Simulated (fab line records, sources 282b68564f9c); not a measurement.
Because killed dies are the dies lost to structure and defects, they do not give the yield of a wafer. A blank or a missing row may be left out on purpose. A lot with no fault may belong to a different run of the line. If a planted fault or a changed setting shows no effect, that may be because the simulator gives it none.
fab line records -- flow rit_cmos
record: lots: 5, wafers: 23
route steps=202 shown ACTIVE@4 GATE@91 SPACER@128 NSD@139 CONTACT@171 M1@190
start_h: the number of hours between the record's first day and the start of the first shown wafer of the lot -- wait_h: time in hours since the lot's previous step -- " identical to the entry in the row above -- L1.1+2: one row covering several wafers at once -- - value missing, or start not given -- * or withheld: withheld -- < > ~ a bound
route shown NAME@n: NAME is a module with steps in the file, n the number in the route of the first one -- usual: the fault-free wafers' mean and standard deviation -- same: alike in all rows -- chamber/n: place in a boat -- sites: the reading at each site -- _std_site: the standard deviation of these -- _edge_site: the outer-site mean with the inner-site mean subtracted -- radius_mm: for every site, how far away it sits from the centre of the wafer -- mask NAME#n: copy n -- behind: tool/chamber where the wafer was last shaped -- hold: reason for holding the lot/hours on hold/outcome of the hold -- device: transistor that didn't switch, given as n, p or np -- end of line: tests of these same wafers at the route's end -- a step given without rows: its recipe and nothing more -- killed: the dies lost at the first sort to structure and to defects; this is not the yield of the wafer -- map: dies across one wafer; x = killed, . = not, _ = none there
set.NAME: the setting as run; set.NAME@STEP: as run at that earlier step -- model.NAME: the simulator's own value behind a step, which no gauge read
lots where settings were altered on purpose, with a table for each step and a row for each wafer
== steps ==
step: RIT_ACTIVE_CVD_03
recipe: material: Si3N4, target_thk_nm: 150, temp_c: 810, precursor: SiH2Cl2/NH3, time_s: 1500, pressure_mtorr: 300, sih2cl2_flow_sccm: 60, nh3_flow_sccm: 150
lot.wafer,tool,chamber,start_h,wait_h,set.time_s,model.Si3N4_of_ACTIVE_CVD_03.thk_nm
L075.3,lpcvd-02,0,17.11,0.0,1500,150.1
L075.4,lpcvd-02,0,17.11,0.0,1500,151.8
L075.5,lpcvd-02,0,17.11,0.0,1500,151.6
L077.1,-,-,-,0.1,1565,154.7
L077.2,-,-,-,0.1,1565,157.6
L077.3,-,-,-,0.1,1565,156.7
L077.4,-,-,-,0.1,1565,157.1
L077.6,-,-,-,0.1,1565,156
L078.1,-,-,-,0.1,1500,149.7
L078.3,-,-,-,0.1,1500,150
L078.4,-,-,-,0.1,1500,149.8
L078.5,-,-,-,0.1,1500,149.2
L078.6,-,-,-,0.1,1500,150.1
L080.1,-,-,-,0.1,1644,165
L080.2,-,-,-,0.1,1644,165.9
L080.4+5,-,-,-,0.1,1644,165.4
L080.6,-,-,-,0.1,1644,166.5
L083.1,-,-,-,0.1,1618,165
L083.2,-,-,-,0.1,1618,164.6
L083.3,-,-,-,0.1,1618,163.3
L083.4,-,-,-,0.1,1618,164.2
L083.5,-,-,-,0.1,1618,164.1
step: RIT_ACTIVE_THK_MEAS_04
recipe: reads: Si3N4_of_ACTIVE_CVD_03
usual: ACTIVE_NITRIDE_THK: 150.7/1.2
lot.wafer,tool,chamber,start_h,wait_h,set.time_s@ACTIVE_CVD_03,ACTIVE_NITRIDE_THK[nm]
L075.3,film_metro-01,-,18.55,0.0,1500,149.9
L075.4,film_metro-01,-,18.55,0.0,1500,151.9
L075.5,film_metro-01,-,18.55,0.0,1500,151.6
L077.1,film_metro-03,-,-,-,1565,154.6
L077.2,film_metro-03,-,-,-,1565,157.5
L077.3,film_metro-03,-,-,-,1565,156.8
L077.4,film_metro-03,-,-,-,1565,157.1
L077.6,film_metro-03,-,-,-,1565,156.0
L078.1,film_metro-03,-,-,-,1500,149.9
L078.3,film_metro-03,-,-,-,1500,150.1
L078.4,film_metro-03,-,-,-,1500,149.9
L078.5,film_metro-03,-,-,-,1500,149.2
L078.6,film_metro-03,-,-,-,1500,150.0
L080.1,film_metro-01,-,-,-,1644,165.1
L080.2,film_metro-01,-,-,-,1644,165.8
L080.4,film_metro-01,-,-,-,1644,165.4
L080.5,film_metro-01,-,-,-,1644,165.5
L080.6,film_metro-01,-,-,-,1644,166.6
L083.1,film_metro-03,-,-,-,1618,165.0
L083.2,film_metro-03,-,-,-,1618,164.5
L083.3,film_metro-03,-,-,-,1618,163.4
L083.4,film_metro-03,-,-,-,1618,164.2
L083.5,film_metro-03,-,-,-,1618,164.1
step: RIT_ACTIVE_ETCH_13
recipe: stop_on: SiO2, chemistry: SF6, target: Si3N4, time_s: 210, over_etch_frac: 0.4, SF6_flow_sccm: 200, pressure_mtorr: 260, rf_w: 125, target_depth_a: 2100
lot.wafer,tool,chamber,start_h,wait_h,set.rf_w,set.time_s@ACTIVE_CVD_03,model.ACTIVE.feature_depth_nm,model.etch.depth_nm,model.NOVOLAK_of_ACTIVE_COAT_06.thk_nm
L075.3,rie_diel-03,0,19.83,0.1,125,1500,150.2,150.1,653.3
L075.4,rie_diel-03,2,19.83,0.1,125,1500,151.8,151.8,656.7
L075.5,rie_diel-03,0,19.83,0.1,125,1500,151.7,151.6,654.8
L077.1,rie_diel-04,2,29.83,0.1,125,1565,156,154.7,652.1
L077.2,rie_diel-04,0,29.83,0.1,132.2,1565,160.9,157.6,644.4
L077.3,rie_diel-04,1,29.83,0.1,125,1565,156.7,156.7,660.6
L077.4,rie_diel-04,3,29.83,0.1,125,1565,157.1,157.1,659.7
L077.6,rie_diel-04,3,29.83,0.1,132.2,1565,160,156,644.4
L078.1,rie_diel-03,3,35.99,0.1,125,1500,149.8,149.7,655
L078.3,rie_diel-03,2,35.99,0.1,125,1500,150,150,660.2
L078.4,rie_diel-03,0,35.99,0.1,125,1500,149.9,149.8,655.4
L078.5,rie_diel-03,3,35.99,0.1,117.4,1500,149.2,149.2,667.6
L078.6,rie_diel-03,0,35.99,0.1,117.4,1500,150.1,150.1,664.1
L080.1,rie_diel-03,3,44.83,0.1,125,1644,165.2,165,658.8
L080.2,rie_diel-03,1,44.83,0.1,125,1644,166.8,165.9,656.9
L080.4,rie_diel-03,1,44.83,0.1,125,1644,166.3,165.4,657.6
L080.5,rie_diel-03,3,44.83,0.1,125,1644,165.5,165.4,662.7
L080.6,rie_diel-03,2,44.83,0.1,125,1644,166.5,166.5,664.4
L083.1,rie_diel-01,1,60.54,0.1,125,1618,165.4,165,657.5
L083.2,rie_diel-01,3,60.54,0.1,132.7,1618,169,164.6,642.1
L083.3,rie_diel-01,2,60.54,0.1,132.7,1618,167.6,163.3,648.5
L083.4,rie_diel-01,0,60.54,0.1,132.7,1618,169.5,164.2,640.9
L083.5,rie_diel-01,3,60.54,0.1,125,1618,164.2,164.1,660.3
step: RIT_GATE_DEVELOP_15
recipe: resist: NOVOLAK, develop_time_s: 50, dev_temp_c: 23
lot.wafer,tool,chamber,start_h,wait_h,set.develop_time_s
L075.3+4+5,litho_track-02,0,-,-,50
L077.1+2+4,litho_track-02,0,-,-,44.42
L077.3+6,litho_track-02,0,-,-,50
L078.1+3+4,litho_track-02,0,-,-,53.34
L078.5+6,litho_track-02,0,-,-,50
L080.1+4,litho_track-04,0,-,-,46.56
L080.2+5+6,litho_track-04,0,-,-,50
L083.1+3+5,litho_track-01,0,-,-,55.02
L083.2+4,litho_track-01,0,-,-,50
step: RIT_GATE_ETCH_19
recipe: chemistry: SF6/CHF3/O2, time_s: 165, SF6_flow_sccm: 30, CHF3_flow_sccm: 30, O2_flow_sccm: 5, target: poly-Si, pressure_mtorr: 40, rf_w: 160, target_depth_a: 3125, over_etch_frac: 0.25, stop_on: SiO2
lot.wafer,tool,chamber,start_h,wait_h,set.rf_w,set.develop_time_s@GATE_DEVELOP_15,model.GATE.cd_nm
L075.3,rie_si-01,0,42.34,0.1,160,50,150.4
L075.4,rie_si-01,1,42.34,0.1,160,50,150.8
L075.5,rie_si-01,1,42.34,0.1,160,50,147.4
L077.1,rie_si-01,3,53.35,0.1,160,44.42,-
L077.2+4,rie_si-01,"0,2",53.35,0.1,147.2,44.42,-
L077.3,rie_si-01,1,53.35,0.1,147.2,50,148.2
L077.6,rie_si-01,3,53.35,0.1,160,50,146.9
L078.1,rie_si-02,3,58.05,0.1,160,53.34,138.9
L078.3,rie_si-02,0,58.05,0.1,177,53.34,136.9
L078.4,rie_si-02,1,58.05,0.1,177,53.34,137.2
L078.5,rie_si-02,0,58.05,0.1,160,50,149.1
L078.6,rie_si-02,3,58.05,0.1,160,50,149
L080.1,rie_si-02,0,67.46,0.1,160,46.56,163.8
L080.2,rie_si-02,3,67.46,0.1,160,50,152.5
L080.4,rie_si-02,2,67.46,0.1,165.3,46.56,159.7
L080.5,rie_si-02,0,67.46,0.1,160,50,150.2
L080.6,rie_si-02,3,67.46,0.1,165.3,50,149.6
L083.1+3,rie_si-01,"1,0",83.46,0.1,160,55.02,-
L083.2,rie_si-01,3,83.46,0.1,160,50,151
L083.4,rie_si-01,2,83.46,0.1,160,50,152.6
L083.5,rie_si-01,2,83.46,0.1,160,55.02,134.2
step: RIT_SPACER_CVD_03
recipe: material: Si3N4, target_thk_nm: 250, temp_c: 810, precursor: SiH2Cl2/NH3, time_s: 3300, pressure_mtorr: 300, sih2cl2_flow_sccm: 60, nh3_flow_sccm: 150
lot.wafer,tool,chamber,start_h,wait_h,set.pressure_mtorr,model.Si3N4_of_SPACER_CVD_03.thk_nm
L075.3,lpcvd-01,0,49.51,0.0,300,250.9
L075.4,lpcvd-01,0,49.51,0.0,300,253.3
L075.5,lpcvd-01,0,49.51,0.0,300,253.4
L077.1+2,-,-,-,0.0,336.6,261.1
L077.3,-,-,-,0.0,336.6,263.6
L077.4,-,-,-,0.0,336.6,264.8
L077.6,-,-,-,0.0,336.6,264.1
L078.1,-,-,-,0.0,300,252
L078.3,-,-,-,0.0,300,251.7
L078.4,-,-,-,0.0,300,250.8
L078.5,-,-,-,0.0,300,251.3
L078.6,-,-,-,0.0,300,252.6
L080.1,-,-,-,0.0,266.5,241.4
L080.2,-,-,-,0.0,266.5,242.8
L080.4,-,-,-,0.0,266.5,243.9
L080.5,-,-,-,0.0,266.5,240.3
L080.6,-,-,-,0.0,266.5,243.8
L083.1,-,-,-,0.8,266.7,243
L083.2,-,-,-,0.8,266.7,243.6
L083.3,-,-,-,0.8,266.7,242.9
L083.4,-,-,-,0.8,266.7,244
L083.5,-,-,-,0.8,266.7,245
step: RIT_SPACER_THK_MEAS_04
recipe: reads: Si3N4_of_SPACER_CVD_03
usual: SPACER_NITRIDE_THK: 252.0/1.7
lot.wafer,tool,chamber,start_h,wait_h,set.pressure_mtorr@SPACER_CVD_03,SPACER_NITRIDE_THK[nm]
L075.3,film_metro-02,-,52.41,0.0,300,250.9
L075.4,film_metro-02,-,52.41,0.0,300,253.3
L075.5,film_metro-02,-,52.41,0.0,300,253.2
L077.1,film_metro-01,-,-,-,336.6,261.1
L077.2,film_metro-01,-,-,-,336.6,261.2
L077.3,film_metro-01,-,-,-,336.6,263.5
L077.4,film_metro-01,-,-,-,336.6,264.8
L077.6,film_metro-01,-,-,-,336.6,264.0
L078.1,film_metro-02,-,-,-,300,251.8
L078.3,film_metro-02,-,-,-,300,251.5
L078.4,film_metro-02,-,-,-,300,250.9
L078.5,film_metro-02,-,-,-,300,251.2
L078.6,film_metro-02,-,-,-,300,252.8
L080.1,film_metro-02,-,-,-,266.5,241.5
L080.2,film_metro-02,-,-,-,266.5,242.9
L080.4,film_metro-02,-,-,-,266.5,243.9
L080.5,film_metro-02,-,-,-,266.5,240.4
L080.6,film_metro-02,-,-,-,266.5,243.7
L083.1,film_metro-01,-,-,-,266.7,243.1
L083.2,film_metro-01,-,-,-,266.7,243.6
L083.3,film_metro-01,-,-,-,266.7,243.0
L083.4,film_metro-01,-,-,-,266.7,244.0
L083.5,film_metro-01,-,-,-,266.7,245.0
step: RIT_SPACER_ETCHBACK_05
recipe: target_depth_a: 2500, SF6_flow_sccm: 30, CHF3_flow_sccm: 30, target: Si3N4, chemistry: SF6/CHF3, pressure_mtorr: 40, rf_w: 250, time_s: 240, stop_on: SiO2
lot.wafer,tool,chamber,start_h,wait_h,set.pressure_mtorr@SPACER_CVD_03,model.etch.depth_nm,model.Si3N4_of_SPACER_CVD_03.thk_nm
L075.3,rie_diel-02,1,52.45,0.0,300,250.9,195.9
L075.4,rie_diel-02,3,52.45,0.0,300,253.3,198.3
L075.5,rie_diel-02,2,52.45,0.0,300,253.4,197.9
L077.1,rie_diel-04,3,63.33,0.1,336.6,261.1,205.3
L077.2,rie_diel-04,2,63.33,0.1,336.6,261.1,204.4
L077.3,rie_diel-04,0,63.33,0.1,336.6,263.6,206.4
L077.4,rie_diel-04,1,63.33,0.1,336.6,264.8,208.4
L077.6,rie_diel-04,0,63.33,0.1,336.6,264.1,207.2
L078.1,rie_diel-02,2,66.90,0.1,300,252,196.6
L078.3,rie_diel-02,3,66.90,0.1,300,251.7,197.1
L078.4,rie_diel-02,0,66.90,0.1,300,250.8,196.3
L078.5,rie_diel-02,2,66.90,0.1,300,251.3,196.7
L078.6,rie_diel-02,1,66.90,0.1,300,252.6,197.3
L080.1,rie_diel-01,3,77.45,0.1,266.5,241.4,189.8
L080.2,rie_diel-01,0,77.45,0.1,266.5,242.8,190.5
L080.4,rie_diel-01,1,77.45,0.1,266.5,243.9,192.2
L080.5,rie_diel-01,1,77.45,0.1,266.5,240.3,189.2
L080.6,rie_diel-01,0,77.45,0.1,266.5,243.8,191.5
L083.1,rie_diel-01,2,94.00,0.1,266.7,243,191.6
L083.2,rie_diel-01,0,94.00,0.1,266.7,243.6,191
L083.3,rie_diel-01,3,94.00,0.1,266.7,242.9,190.5
L083.4,rie_diel-01,1,94.00,0.1,266.7,244,192.1
L083.5,rie_diel-01,0,94.00,0.1,266.7,245,191.9
step: RIT_NSD_IMPLANT_08
recipe: species: P, energy_kev: 25, dose_cm2: 1e+15, tilt_deg: 7
lot.wafer,tool,chamber,start_h,wait_h,set.energy_kev,model.implant.drp_nm
L075.3+4+5,implanter-03,0,53.87,0.1,25,14.84
L077.1+2+3+4+6,implanter-04,0,64.51,0.1,25,14.84
L078.1+3+4+5+6,implanter-03,0,68.21,0.1,25,14.84
L080.1+2+4,implanter-03,0,78.63,0.1,24.21,14.55
L080.5+6,implanter-03,0,78.63,0.1,25,14.84
L083.1+2,implanter-03,0,95.31,0.1,25,14.84
L083.3+4+5,implanter-03,0,95.31,0.1,25.45,15
step: RIT_CONTACT_COAT_03
recipe: resist: NOVOLAK, spin_rpm: 3250, resist_thk_nm: 1000
lot.wafer,tool,chamber,start_h,wait_h,set.resist_thk_nm,model.NOVOLAK_of_CONTACT_COAT_03.thk_nm
L075.3,litho_track-01,0,57.55,0.1,1000,999.3
L075.4,litho_track-01,0,57.55,0.1,1000,997.8
L075.5,litho_track-01,0,57.55,0.1,1000,994.7
L077.1,litho_track-03,0,68.18,0.1,1000,998.1
L077.2,litho_track-03,0,68.18,0.1,1000,999
L077.3,litho_track-03,0,68.18,0.1,978.4,980.2
L077.4,litho_track-03,0,68.18,0.1,1000,998.9
L077.6,litho_track-03,0,68.18,0.1,978.4,974.9
L078.1,litho_track-03,0,71.70,0.1,1000,1001
L078.3,litho_track-03,0,71.70,0.1,1000,1003
L078.4,litho_track-03,0,71.70,0.1,967.1,968.6
L078.5,litho_track-03,0,71.70,0.1,967.1,971.4
L078.6,litho_track-03,0,71.70,0.1,967.1,970.2
L080.1,litho_track-03,0,82.14,0.1,945.8,946.4
L080.2+4,litho_track-03,0,82.14,0.1,1000,1001
L080.5,litho_track-03,0,82.14,0.1,945.8,948
L080.6,litho_track-03,0,82.14,0.1,1000,999.4
L083.1,litho_track-04,0,98.95,0.1,1000,1002
L083.2+3+4,litho_track-04,0,98.95,0.1,1000,1001
L083.5,litho_track-04,0,98.95,0.1,1000,1003
step: RIT_CONTACT_SOFTBAKE_04
recipe: resist: NOVOLAK, temp_c: 88.77, time_s: 60
step: RIT_CONTACT_EXPOSE_05
recipe: mask_id: M11, na: 0.6, source_shape: conventional, sigma_outer: 0.5, target_cd_nm: 1000, dose_mj: 250
step: RIT_CONTACT_HARDBAKE_10
recipe: resist: NOVOLAK, temp_c: 140, time_s: 60
lot.wafer,tool,chamber,start_h,wait_h,set.resist_thk_nm@CONTACT_COAT_03,model.NOVOLAK_of_CONTACT_COAT_03.thk_nm
L075.3,litho_track-01,0,58.66,0.1,1000,882.7
L075.4,litho_track-01,0,58.66,0.1,1000,881.4
L075.5,litho_track-01,0,58.66,0.1,1000,878.7
L077.1,litho_track-01,0,69.16,0.0,1000,881.7
L077.2+4,litho_track-01,0,69.16,0.0,1000,882.4
L077.3,litho_track-01,0,69.16,0.0,978.4,866
L077.6,litho_track-01,0,69.16,0.0,978.4,861.3
L078.1,litho_track-03,0,72.80,0.0,1000,884
L078.3,litho_track-03,0,72.80,0.0,1000,885.8
L078.4,litho_track-03,0,72.80,0.0,967.1,855.8
L078.5,litho_track-03,0,72.80,0.0,967.1,858.3
L078.6,litho_track-03,0,72.80,0.0,967.1,857.2
L080.1,litho_track-01,0,83.23,0.0,945.8,836.4
L080.2,litho_track-01,0,83.23,0.0,1000,884.3
L080.4,litho_track-01,0,83.23,0.0,1000,884.6
L080.5,litho_track-01,0,83.23,0.0,945.8,837.8
L080.6,litho_track-01,0,83.23,0.0,1000,882.8
L083.1,litho_track-04,0,100.07,0.0,1000,885.1
L083.2,litho_track-04,0,100.07,0.0,1000,884
L083.3,litho_track-04,0,100.07,0.0,1000,884.5
L083.4,litho_track-04,0,100.07,0.0,1000,884.2
L083.5,litho_track-04,0,100.07,0.0,1000,886.3
step: RIT_CONTACT_ETCH_11
recipe: target_depth_a: 4800, over_etch_frac: 0.2, stop_on: TiSi2, chemistry: CHF3/CF4/Ar, target: SiO2, CHF3_flow_sccm: 50, cf4_flow_sccm: 10, Ar_flow_sccm: 100, O2_flow_sccm: 5, pressure_mtorr: 100, rf_w: 200, time_s: 320
lot.wafer,tool,chamber,start_h,wait_h,set.resist_thk_nm@CONTACT_COAT_03,model.NOVOLAK_of_CONTACT_COAT_03.thk_nm
L075.3,rie_diel-02,3,58.76,0.1,1000,768.5
L075.4,rie_diel-02,2,58.76,0.1,1000,766.3
L075.5,rie_diel-02,0,58.76,0.1,1000,762.6
L077.1,rie_diel-04,2,69.31,0.1,1000,764.3
L077.2,rie_diel-04,0,69.31,0.1,1000,766.9
L077.3,rie_diel-04,3,69.31,0.1,978.4,750.4
L077.4,rie_diel-04,1,69.31,0.1,1000,767.6
L077.6,rie_diel-04,1,69.31,0.1,978.4,746.3
L078.1,rie_diel-02,1,72.95,0.1,1000,768.1
L078.3,rie_diel-02,2,72.95,0.1,1000,771.6
L078.4,rie_diel-02,3,72.95,0.1,967.1,742.1
L078.5+6,rie_diel-02,"2,3",72.95,0.1,967.1,743.7
L080.1,rie_diel-03,1,83.38,0.1,945.8,721.6
L080.2,rie_diel-03,0,83.38,0.1,1000,768.5
L080.4,rie_diel-03,3,83.38,0.1,1000,768.8
L080.5,rie_diel-03,1,83.38,0.1,945.8,722.1
L080.6,rie_diel-03,2,83.38,0.1,1000,768.9
L083.1,rie_diel-04,2,100.22,0.1,1000,770.4
L083.2+5,rie_diel-04,"1,3",100.22,0.1,1000,771.1
L083.3,rie_diel-04,0,100.22,0.1,1000,769.7
L083.4,rie_diel-04,3,100.22,0.1,1000,768.9
step: RIT_M1_EXPOSE_06
recipe: mask_id: M12, na: 0.6, source_shape: conventional, sigma_outer: 0.5, target_cd_nm: 2600, dose_mj: 250
lot.wafer,tool,chamber,start_h,wait_h,mask,set.dose_mj
L075.3+4+5,iline_stepper-02,0,60.70,0.2,M12#0,250
L077.1+3+6,iline_stepper-01,0,71.09,0.1,M12#0,242
L077.2+4,iline_stepper-01,0,71.09,0.1,M12#0,250
L078.1+3+5,iline_stepper-02,0,74.93,0.2,M12#0,250
L078.4+6,iline_stepper-02,0,74.93,0.2,M12#0,233.1
L080.1+2+4+5+6,iline_stepper-01,0,85.35,0.2,M12#0,250
L083.1+2+3+4+5,iline_stepper-01,0,102.02,0.1,M12#0,250
step: RIT_M1_PEB_07
recipe: resist: NOVOLAK, temp_c: withheld, time_s: withheld
step: RIT_M1_DEVELOP_08
recipe: resist: NOVOLAK, develop_time_s: 68, dev_temp_c: 23
step: RIT_M1_CD_MEAS_09
recipe: target_cd_nm: 2600
usual: cd_nm: 2600.6/1.9
lot.wafer,tool,chamber,start_h,wait_h,set.dose_mj@M1_EXPOSE_06,cd_nm
L075.3,cd_sem-02,-,61.14,-,250,2601.5
L075.4,cd_sem-02,-,61.14,-,250,2602.0
L075.5,cd_sem-02,-,61.14,-,250,2600.3
L077.1,cd_sem-01,-,71.52,-,242,2609.4
L077.2,cd_sem-01,-,71.52,-,250,2600.9
L077.3,cd_sem-01,-,71.52,-,242,2611.4
L077.4,cd_sem-01,-,71.52,-,250,2602.1
L077.6,cd_sem-01,-,71.52,-,242,2609.7
L078.1,cd_sem-01,-,75.36,-,250,2600.7
L078.3,cd_sem-01,-,75.36,-,250,2598.9
L078.4,cd_sem-01,-,75.36,-,233.1,2619.6
L078.5,cd_sem-01,-,75.36,-,250,2599.8
L078.6,cd_sem-01,-,75.36,-,233.1,2617.9
L080.1,cd_sem-01,-,85.78,-,250,2604.1
L080.2,cd_sem-01,-,85.78,-,250,2603.6
L080.4,cd_sem-01,-,85.78,-,250,2602.0
L080.5,cd_sem-01,-,85.78,-,250,2603.2
L080.6,cd_sem-01,-,85.78,-,250,2600.6
L083.1,cd_sem-01,-,102.45,-,250,2599.8
L083.2,cd_sem-01,-,102.45,-,250,2601.1
L083.3,cd_sem-01,-,102.45,-,250,2600.2
L083.4,cd_sem-01,-,102.45,-,250,2599.7
L083.5,cd_sem-01,-,102.45,-,250,2600.1
step: RIT_M1_PROBE_99
lot.wafer,tool,chamber,start_h,wait_h,set.develop_time_s@GATE_DEVELOP_15,model.etest.nmos_0p15.r_on_ohm_um,model.etest.nmos_0p3.r_on_ohm_um,model.etest.pmos_0p15.r_on_ohm_um,model.etest.pmos_0p3.r_on_ohm_um,model.etest.pmos_turned.r_on_ohm_um
L075.3,prober-01,-,64.40,0.2,50,1168,2170,2781,6209,3433
L075.4,prober-01,-,64.45,0.2,50,1162,2214,2804,6308,3486
L075.5,prober-01,-,64.50,0.2,50,1148,2222,2729,6358,3388
L077.1,prober-02,-,74.18,0.1,44.42,1236,2277,3103,6581,3770
L077.2,prober-02,-,74.23,0.1,44.42,1260,2327,3144,6788,3831
L077.3,prober-02,-,74.28,0.2,50,1101,2161,2636,6154,3280
L077.4,prober-02,-,74.33,0.2,44.42,1238,2306,3166,6732,3849
L077.6,prober-02,-,74.43,0.2,50,1097,2163,2647,6191,3315
L078.1,prober-01,-,78.02,0.1,53.34,1083,2096,2469,5828,3136
L078.3,prober-01,-,78.12,0.2,53.34,1067,2070,2427,5826,3074
L078.4,prober-01,-,78.17,0.2,53.34,1065,2066,2406,5829,3043
L078.5,prober-01,-,78.22,0.2,50,1157,2166,2715,6157,3393
L078.6,prober-01,-,78.27,0.2,50,1149,2150,2686,6085,3292
L080.1,prober-01,-,88.44,0.1,46.56,1266,2316,3104,6747,3767
L080.2,prober-01,-,88.49,0.1,50,1194,2245,2886,6480,3589
L080.4,prober-01,-,88.59,0.2,46.56,1203,2275,2958,6548,3633
L080.5,prober-01,-,88.64,0.2,50,1164,2222,2840,6450,3578
L080.6,prober-01,-,88.69,0.2,50,1158,2237,2790,6385,3491
L083.1,prober-02,-,105.54,0.1,55.02,1063,2129,2405,6005,3098
L083.2,prober-02,-,105.59,0.1,50,1221,2261,2817,6313,3488
L083.3,prober-02,-,105.64,0.2,55.02,1094,2120,2462,5903,3115
L083.4,prober-02,-,105.69,0.2,50,1184,2213,2831,6330,3470
L083.5,prober-02,-,105.74,0.2,55.02,1099,2115,2472,5940,3165
killed by level:class
L075.3 FOX1:geometric_particle:short=1 FOX1:geometric_particle:open=1 GATE:geometric_particle:open=1 GATE:geometric_particle:short=1 REOX:geometric_particle:open=1 REOX:geometric_particle:short=1 SPACER:geometric_particle:open=1 CONTACT:geometric_particle:short=1
L075.4 GATE:geometric_particle:short=3 GATE:geometric_particle:open=2 FOX1:geometric_particle:short=1 SPACER:geometric_particle:short=1 SPACER:geometric_particle:open=1 SILICIDE:geometric_particle:open=1 SILICIDE:geometric_particle:short=1
L075.5 GATE:geometric_particle:open=1 GATE:geometric_particle:short=1 REOX:geometric_particle:short=1 SPACER:geometric_particle:open=1
== key ==
split: step: RIT_ACTIVE_CVD_03, setting: time_s, stated: 1500, by: lot
response: step: RIT_ACTIVE_CVD_03, reading: model.Si3N4_of_ACTIVE_CVD_03.thk_nm, change: +1.67, per: 1%, r: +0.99
response: step: RIT_ACTIVE_THK_MEAS_04, reading: ACTIVE_NITRIDE_THK, change: +1.67, per: 1%, r: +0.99
response: step: RIT_ACTIVE_ETCH_13, reading: model.ACTIVE.feature_depth_nm, change: +1.81, per: 1%, r: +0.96
response: step: RIT_ACTIVE_ETCH_13, reading: model.etch.depth_nm, change: +1.67, per: 1%, r: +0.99
split: step: RIT_ACTIVE_ETCH_13, setting: rf_w, stated: 125, by: wafer
response: step: RIT_ACTIVE_ETCH_13, reading: model.NOVOLAK_of_ACTIVE_COAT_06.thk_nm, change: -2.06, per: 1%, r: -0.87
split: step: RIT_GATE_DEVELOP_15, setting: develop_time_s, stated: 50, by: wafer
response: step: RIT_GATE_ETCH_19, reading: model.GATE.cd_nm, change: -1.69, per: 1%, r: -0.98
response: step: RIT_M1_PROBE_99, reading: model.etest.pmos_0p15.r_on_ohm_um, change: -39.2, per: 1%, r: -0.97
response: step: RIT_M1_PROBE_99, reading: model.etest.pmos_turned.r_on_ohm_um, change: -38.1, per: 1%, r: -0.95
response: step: RIT_M1_PROBE_99, reading: model.etest.pmos_0p3.r_on_ohm_um, change: -41, per: 1%, r: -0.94
response: step: RIT_M1_PROBE_99, reading: model.etest.nmos_0p15.r_on_ohm_um, change: -11.9, per: 1%, r: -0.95
response: step: RIT_M1_PROBE_99, reading: model.etest.nmos_0p3.r_on_ohm_um, change: -11.7, per: 1%, r: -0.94
split: step: RIT_GATE_ETCH_19, setting: rf_w, stated: 160, by: wafer
response none clear
split: step: RIT_SPACER_CVD_03, setting: pressure_mtorr, stated: 300, by: lot
response: step: RIT_SPACER_CVD_03, reading: model.Si3N4_of_SPACER_CVD_03.thk_nm, change: +0.846, per: 1%, r: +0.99
response: step: RIT_SPACER_THK_MEAS_04, reading: SPACER_NITRIDE_THK, change: +0.845, per: 1%, r: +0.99
response: step: RIT_SPACER_ETCHBACK_05, reading: model.etch.depth_nm, change: +0.846, per: 1%, r: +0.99
response: step: RIT_SPACER_ETCHBACK_05, reading: model.Si3N4_of_SPACER_CVD_03.thk_nm, change: +0.645, per: 1%, r: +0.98
split: step: RIT_NSD_IMPLANT_08, setting: energy_kev, stated: 25, by: wafer
response: step: RIT_NSD_IMPLANT_08, reading: model.implant.drp_nm, change: +0.0899, per: 1%, r: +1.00
split: step: RIT_CONTACT_COAT_03, setting: resist_thk_nm, stated: 1000, by: wafer
response: step: RIT_CONTACT_COAT_03, reading: model.NOVOLAK_of_CONTACT_COAT_03.thk_nm, change: +9.8, per: 1%, r: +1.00
response: step: RIT_CONTACT_HARDBAKE_10, reading: model.NOVOLAK_of_CONTACT_COAT_03.thk_nm, change: +8.58, per: 1%, r: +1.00
response: step: RIT_CONTACT_ETCH_11, reading: model.NOVOLAK_of_CONTACT_COAT_03.thk_nm, change: +8.48, per: 1%, r: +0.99
split: step: RIT_M1_EXPOSE_06, setting: dose_mj, stated: 250, by: wafer
response: step: RIT_M1_CD_MEAS_09, reading: cd_nm, change: -2.78, per: 1%, r: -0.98
